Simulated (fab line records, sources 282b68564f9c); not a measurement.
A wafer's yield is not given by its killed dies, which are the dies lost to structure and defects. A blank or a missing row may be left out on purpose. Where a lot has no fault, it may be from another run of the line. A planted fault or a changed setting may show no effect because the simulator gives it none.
Which tool is to blame? + flow rit cmos + route of 202 steps, sampled at 1 step: 14 lots, 42 wafers

## WHAT THE GAUGES READ, wafer by wafer
The record lacks any reading of a measuring or inspecting step that a usual standard deviation could be used to judge.

## WHICH TOOL RAN EACH LOT (tool, then ch and the chambers of the sampled wafers, then the start)
| lot  | RIT_PWELL_IMPLANT_08           |
|------|--------------------------------|
| L538 | implanter-01 ch 0, day 2 00:07 |
| L540 | implanter-03 ch 0, day 2 11:31 |
| L541 | implanter-01 ch 0, day 2 14:08 |
| L542 | implanter-04 ch 0, day 2 18:59 |
| L543 | implanter-03 ch 0, day 3 02:02 |
| L544 | implanter-01 ch 0, day 3 05:42 |
| L548 | implanter-01 ch 0, day 4 01:01 |
| L551 | implanter-03 ch 0, day 4 17:12 |
| L553 | implanter-01 ch 0, day 5 03:08 |
| L555 | implanter-03 ch 0, day 5 12:41 |
| L557 | implanter-04 ch 0, day 5 23:50 |
| L558 | implanter-04 ch 0, day 6 03:33 |
| L560 | implanter-03 ch 0, day 6 13:35 |
| L561 | implanter-03 ch 0, day 6 20:29 |
- RIT_PWELL_IMPLANT_08

## WHAT THE TOOLS THEMSELVES READ (means of the sampled wafers that have a number; where no wafer has one, the mark that the record gives instead)
RIT_PWELL_IMPLANT_08.
| lot  | tool         | beam energy keV | dose ions cm2 |
|------|--------------|-----------------|---------------|
| L538 | implanter-01 | 170.05          | 7.000e+13     |
| L540 | implanter-03 | 170.01          | 6.997e+13     |
| L541 | implanter-01 | 169.98          | 6.998e+13     |
| L542 | implanter-04 | 169.91          | 6.995e+13     |
| L543 | implanter-03 | 170.00          | 6.999e+13     |
| L544 | implanter-01 | 169.96          | 7.009e+13     |
| L548 | implanter-01 | 169.98          | 7.088e+13     |
| L551 | implanter-03 | 169.98          | 7.005e+13     |
| L553 | implanter-01 | 169.99          | 7.086e+13     |
| L555 | implanter-03 | 169.96          | 6.996e+13     |
| L557 | implanter-04 | 170.00          | 7.001e+13     |
| L558 | implanter-04 | 169.98          | 6.995e+13     |
| L560 | implanter-03 | 169.98          | 6.992e+13     |
| L561 | implanter-03 | 170.01          | 7.001e+13     |

## THE ANSWER, worked out from the rows above alone
Rule: the lots themselves supply what counts as usual. Put in order of their means at a reading, lots are off if they are a third of the lots or fewer, leave a main group of 4 or more, and stand apart from it by a gap of 3 or more times the standard deviation of the main group's means; of several such gaps the widest counts. A main group whose means are all the same, to the digits that the tables above print for the reading, isn't used. A lot without any number at a reading at which 4 lots or more have one is off too. All remaining lots with rows at the step are treated as sound. The gauges are gone through in route order, then the tools' own readings, and for those a lot's mean is taken as printed above. At the first step where some lot is off, the reading lying furthest off is the one used; lots without a number count as furthest.
Off, at RIT_PWELL_IMPLANT_08 on dose ions cm2: L548, L553. Main group: mean 6.999e+13, sd 4.5e+10.
A tool fits if, at that step or a process step before it, it ran every lot that is off, and no sound lot after the first of them. One fits: RIT_PWELL_IMPLANT_08 on implanter-01. Its last sound lot is L544 (day 3 05:42), its first lot that is off L548 (day 4 01:01): a fault that began between those two fits.
The tool's own readings at RIT_PWELL_IMPLANT_08 bear it out: on the lots that are off they differ by more than 5 times the standard deviation of the sound lots' means. dose ions cm2 reads 7.087e+13 there against 6.999e+13 on the sound lots.

## WHAT WAS PUT IN BY THE SIMULATOR
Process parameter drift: implanter-01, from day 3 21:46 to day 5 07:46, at RIT_PWELL_IMPLANT_08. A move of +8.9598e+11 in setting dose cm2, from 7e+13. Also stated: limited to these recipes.
Shown lots that were struck: L548, L553. The same result came from the rule above.
